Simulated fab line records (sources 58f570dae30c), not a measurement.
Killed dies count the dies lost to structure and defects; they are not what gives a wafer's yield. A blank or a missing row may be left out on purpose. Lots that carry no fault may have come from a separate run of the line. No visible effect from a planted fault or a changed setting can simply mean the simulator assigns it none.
8D (eight disciplines) problem report, filled in by code + flow berkeley cmos170 + the parts of the form that need people (team, actions taken, sign-off) are left out

## 1. THE ISSUE
Mean M2_AL_RS at UCB170_M2_RS_MEAS_02: 0.03561 ohm/sq over 6 wafers in 2 lots; fault-free wafers: 0.03207 ohm/sq, standard deviation 0.00022. Measured from the usual mean, that is +16 standard deviations.
The step: measures by four-point-probe.
Seen first at day 9 07:47 on film metro-01, wafer L304.2. At this step, 42 wafers from 14 lots have a number in the record. Rule for "out" (also "out of limits"): further than 4 standard deviations from the usual mean. Any other wafer with a number is counted as sound.

## 2. WHAT IT IS; WHAT IT IS NOT
| question                    | is                           | is not                                                                                             |
|-----------------------------|------------------------------|----------------------------------------------------------------------------------------------------|
| which readings at this step | M2_AL_RS                     | -                                                                                                  |
| which lots                  | L304, L306                   | L292, L293, L294, L295, L299, L301, L307, L308, L309, L311, L314, L315                             |
| which wafers of those lots  | all that have a number       | -                                                                                                  |
| read on which gauges        | film metro-01, film metro-04 | film metro-03                                                                                      |
| when                        | from day 9 07:47             | up to then (18 sound wafers); but 18 sound wafers of L307, L308, L309, L311, L314, L315 came after |

## 3. WHAT RULES OUT EACH SUSPECT
Counting: a tool at a process step up to the reading stays a suspect if it ran every lot that is out and no sound lot after the first of them.
- the gauge at UCB170_M2_RS_MEAS_02 is ruled out. Those wafers that are out were read across 2 gauges (film metro-01, film metro-04).
- pvd sputter-01 at UCB170_M2_SPUTTER_01 (material Al, target thk 900 nm, time 120 s): kept. All lots that are out passed through it, beginning with L304 at day 9 07:41, and no sound lot followed; its final sound lot before that point was L301 at day 9 03:51.
After counting, what remains is pvd sputter-01 at UCB170_M2_SPUTTER_01.

## 4. THE CAUSE (what the simulator had put in)
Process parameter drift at UCB170_M2_SPUTTER_01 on pvd sputter-01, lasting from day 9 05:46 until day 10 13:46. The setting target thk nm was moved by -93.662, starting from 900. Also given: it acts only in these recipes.
The count eliminated every tool but this one.

## 5. SEQUENCE OF EFFECTS, ordered by route
Each row: a reading where the mean over the struck wafers with a number is more than 3 standard deviations away from the usual. Only readings for which the record gives a usual standard deviation are gone through. hours: the time from each lot's start at the first step in this table that gives one to its start at this step, as a median over the lots. sigmas: the change in usual standard deviations.
| hours | step                    | reading        | usual          | on struck wafers | change   | sigmas |
|-------|-------------------------|----------------|----------------|------------------|----------|--------|
| 0     | UCB170_M2_RS_MEAS_02    | M2_AL_RS       | 0.03207 ohm/sq | 0.03561          | +0.00354 | +16    |
| 0     | UCB170_M2_THK_MEAS_03   | M2_AL_THK      | 885 nm         | 802              | -83      | -9.8   |
| 2     | UCB170_M2_METAL_ETCH_18 | oes product au | 0.854 a.u.     | 0.795            | -0.059   | -4.2   |
Here are the process steps it includes:
- UCB170_M2_METAL_ETCH_18: etches Al in Cl2/BCl3, stops on SiO2, target depth 1170 nm, time 195 s.

## 6. HOW IT WOULD HAVE BEEN CAUGHT EARLIER
The first out-of-limits reading at a measuring or inspecting step in this record came at day 9 07:47, 2 hours after the fault's start at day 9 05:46.
Of the tool readings at UCB170_M2_SPUTTER_01 for which the record gives a usual standard deviation, none was out on any struck wafer, so an alarm limit of 4 standard deviations on them would not have fired.
Of the lots that are out (2), L306 began UCB170_M2_SPUTTER_01 on pvd sputter-01 after day 9 07:47. It would have been spared by a hold on the tool at that moment.
